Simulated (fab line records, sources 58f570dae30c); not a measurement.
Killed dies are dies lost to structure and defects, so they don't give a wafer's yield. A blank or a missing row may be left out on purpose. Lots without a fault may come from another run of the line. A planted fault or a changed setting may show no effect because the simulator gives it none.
Split-lot experiment | flow berkeley_cmos170 | 5 lots, 23 wafers read, on a route of 331 steps

THE SPLIT
At UCB170_NWELL_ETCH_13 (etches Si3N4 in CH3F/Ar/O2, stops on SiO2, target depth 246.4 nm, time 154 s), the setting time_s was moved away from the recipe's 154 s on 5 of the 23 wafers read, by -10.9% to +14.2%. The other wafers ran this setting at the recipe's value.

The reading is taken at the split's own step.

THE READING
KrF_of_NWELL_COAT_07.thk_nm (the simulator's own value, which no gauge read), in nm, at UCB170_NWELL_ETCH_13 (etches Si3N4 in CH3F/Ar/O2, stops on SiO2, target depth 246.4 nm, time 154 s). The file gives no usual value for it. The 18 wafers here that ran the recipe average 724.0 nm, standard deviation 3.9 nm.

wafer  | tool, chamber at the split | time_s as run, s | against the recipe | KrF_of_NWELL_COAT_07.thk_nm, nm | against lot-mates on the recipe
L075.1 | rie_diel-02, 0             | 154              | recipe             | 721.5                           | -
L075.3 | rie_diel-02, 2             | 154              | recipe             | 719.9                           | -
L075.4 | rie_diel-02, 3             | 154              | recipe             | 718.8                           | -
L075.5 | rie_diel-02, 1             | 154              | recipe             | 721.2                           | -
L075.6 | rie_diel-02, 2             | 154              | recipe             | 720.1                           | -
L078.1 | rie_diel-02, 3             | 154              | recipe             | 729.1                           | -
L078.5 | rie_diel-02, 2             | 154              | recipe             | 726.9                           | -
L078.6 | rie_diel-02, 1             | 154              | recipe             | 727.6                           | -
L082.1 | rie_diel-04, 3             | 175.9            | +14.2%             | 700.5                           | -25.6
L082.2 | rie_diel-04, 1             | 154              | recipe             | 727.7                           | -
L082.3 | rie_diel-04, 0             | 154              | recipe             | 725.9                           | -
L082.5 | rie_diel-04, 2             | 154              | recipe             | 724.7                           | -
L082.6 | rie_diel-04, 3             | 175.9            | +14.2%             | 700.7                           | -25.4
L084.1 | rie_diel-02, 2             | 137.2            | -10.9%             | 745.1                           | +15.6
L084.2 | rie_diel-02, 1             | 154              | recipe             | 727.9                           | -
L084.3 | rie_diel-02, 3             | 137.2            | -10.9%             | 744                             | +14.5
L084.4 | rie_diel-02, 0             | 137.2            | -10.9%             | 747.2                           | +17.7
L084.6 | rie_diel-02, 0             | 154              | recipe             | 731.2                           | -
L085.1 | rie_diel-02, 1             | 154              | recipe             | 724.6                           | -
L085.2 | rie_diel-02, 3             | 154              | recipe             | 716.8                           | -
L085.4 | rie_diel-02, 0             | 154              | recipe             | 724.7                           | -
L085.5 | rie_diel-02, 1             | 154              | recipe             | 721.5                           | -
L085.6 | rie_diel-02, 2             | 154              | recipe             | 721.1                           | -

THE FIT
A straight line over all 23 wafers: KrF_of_NWELL_COAT_07.thk_nm changes by -1.79 nm for each +1% of time_s; r = -0.94; the points scatter about the line by 3.7 nm.
The same after taking each lot's own level away (the mean of its wafers on the recipe; 23 wafers): -1.64 nm for each +1%; r = -0.98; scatter 2 nm.
On that fit, the largest move of time_s shifts the reading by 23 nm.
The lots' own levels span 720.30 to 729.55 nm, that is 2.4 times the standard deviation above.
So the lot-to-lot level changes the slope little: the two slopes agree.
Check: with one of the wafers moved furthest among these (+14.2%) left out of the fit, the line predicts -22.9 nm for it against its lot-mates. It came out at -25.6 nm against them.

OTHER SPLITS ON THESE WAFERS
These wafers also went through other splits before the reading. Each is held against what the fit with the lots' levels taken away leaves over:
other split on the same wafers   | wafers away from the commonest value | r with KrF_of_NWELL_COAT_07.thk_nm (lot level and that fit taken away)
UCB170_START_OXIDATION_02 temp_c | 18                                   | +0.17

THE WHOLE CHAIN: every reading that the file lists as answering this split, in the file's order
step                  | what it does                                                                 | reading                                                                      | change (the file's fit)              | r (the file's)
UCB170_NWELL_ETCH_13  | etches Si3N4 in CH3F/Ar/O2, stops on SiO2, target depth 246.4 nm, time 154 s | KrF_of_NWELL_COAT_07.thk_nm (the simulator's own value, which no gauge read) | -1.67 nm for each +1% of the setting | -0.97
UCB170_NWELL_STRIP_15 | strips in O2                                                                 | strip_time_to_endpoint_s                                                     | withheld for each +1% of the setting | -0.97

THE FILE'S OWN FIT
KrF_of_NWELL_COAT_07.thk_nm changes by -1.67 nm for each +1% of time_s, r = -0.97.
